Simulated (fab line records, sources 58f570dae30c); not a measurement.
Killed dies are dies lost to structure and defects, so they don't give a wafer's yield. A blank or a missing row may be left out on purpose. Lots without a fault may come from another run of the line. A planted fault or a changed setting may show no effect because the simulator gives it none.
One fault seen from 2 desks | flow berkeley_cmos170 | each desk has only its own numbers; what lay behind them comes last

THE METROLOGY DESK
What the gauges read, lot by lot, whatever tool the lot ran on: means of the sampled wafers that have a number. A lot is out of limits, marked OUT, if its mean lies more than 4 standard deviations from the usual mean; the brackets give that distance.
Columns: A = NSD_OVL at UCB170_NSD_OVL_MEAS_07, usual 0 nm; B = CONTACT_OVL at UCB170_CONTACT_OVL_MEAS_16, usual -2 nm; C = cd_nm at UCB170_M1_CD_MEAS_90, usual 699.7 nm; D = M2_AL_RS at UCB170_M2_RS_MEAS_02, usual 0.03222 ohm/sq
lot  | first seen here | A  | B   | C     | D
L154 | day 6 09:59     | -4 | -3  | 697.6 | 0.03250
L155 | day 6 10:13     | 8  | -10 | 701.9 | 0.03201
L153 | day 6 10:28     | -6 | -12 | 701.3 | 0.03227
L157 | day 7 07:10     | -1 | 0   | 699.6 | 0.03208
L159 | day 7 10:35     | -1 | -2  | 697.4 | 0.03220
L160 | day 7 19:19     | 0  | 1   | 698.0 | 0.03247
L161 | day 8 14:28     | -3 | -1  | 700.9 | 0.03228
L169 | day 9 13:42     | -2 | -1  | 701.1 | 0.03221
L168 | day 9 14:19     | -3 | -9  | 705.1 | 0.03234
L170 | day 9 15:41     | 9  | 6   | 700.0 | 0.03200
L166 | day 9 16:01     | -1 | -3  | 698.6 | 0.03207
L167 | day 9 16:25     | 4  | -2  | 704.5 | 0.03194
L173 | day 10 13:55    | 4  | 11  | 700.3 | 0.03273
L171 | day 10 14:32    | -9 | -5  | 699.1 | 0.03230
This desk's finding: nothing out of limits on any of the 14 lots.

THE TOOL OWNER'S DESK: rie_metal-03
The tool's own readings at UCB170_M1_METAL_ETCH_12 (etches Al in Cl2/BCl3, stops on PSG, target depth 780 nm, time 130 s): means of the sampled wafers that have a number, for each lot that ran on this tool. A lot is out of limits, marked OUT, if its mean lies more than 4 standard deviations from the usual mean; the brackets give that distance.
Columns: A = bcl3_flow_sccm at UCB170_M1_METAL_ETCH_12, usual 45.00 sccm; B = bias_w at UCB170_M1_METAL_ETCH_12, usual 119.9 W; C = drypump_motor_current_A at UCB170_M1_METAL_ETCH_12, usual 5.6 A; D = oes_product_au at UCB170_M1_METAL_ETCH_12, usual 0.860 a.u.; E = rf_fwd_power_W at UCB170_M1_METAL_ETCH_12, usual 597.1 W; F = throttle_valve_pct at UCB170_M1_METAL_ETCH_12, usual 24.45 %
lot  | first seen here | A     | B     | C   | D     | E               | F
L153 | day 6 19:07     | 45.02 | 120.1 | 5.1 | 0.857 | 597.8           | 24.61
L160 | day 8 06:15     | 44.93 | 119.6 | 5.0 | 0.865 | 593.6           | 24.34
L168 | day 9 23:55     | 45.00 | 120.1 | 5.1 | 0.832 | 516.0 (-45) OUT | 24.62
L167 | day 10 01:34    | 44.89 | 119.9 | 5.1 | 0.827 | 514.9 (-46) OUT | 24.62
This desk's finding: out of limits on L167, L168; first on L168, day 9 23:55 (rf_fwd_power_W at UCB170_M1_METAL_ETCH_12). In limits: L153, L160.

PUT TOGETHER
The tool owner's desk could have raised an alarm at day 9 23:55, on L167, L168.
The metrology desk saw nothing out of limits.
The metrology desk has L167, L168 on record, within its limits.
Of the lots named, all ran UCB170_M1_METAL_ETCH_12 on rie_metal-03.

WHAT THE SIMULATOR HAD PUT IN
Process parameter drift: rie_metal-03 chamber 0, from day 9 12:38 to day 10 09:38, at UCB170_M1_METAL_ETCH_12. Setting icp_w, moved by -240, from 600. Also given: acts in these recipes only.
Lots struck among those shown: L167, L168.
Hours from the fault's start to each desk's first reading out of limits: the tool owner's desk, 11.
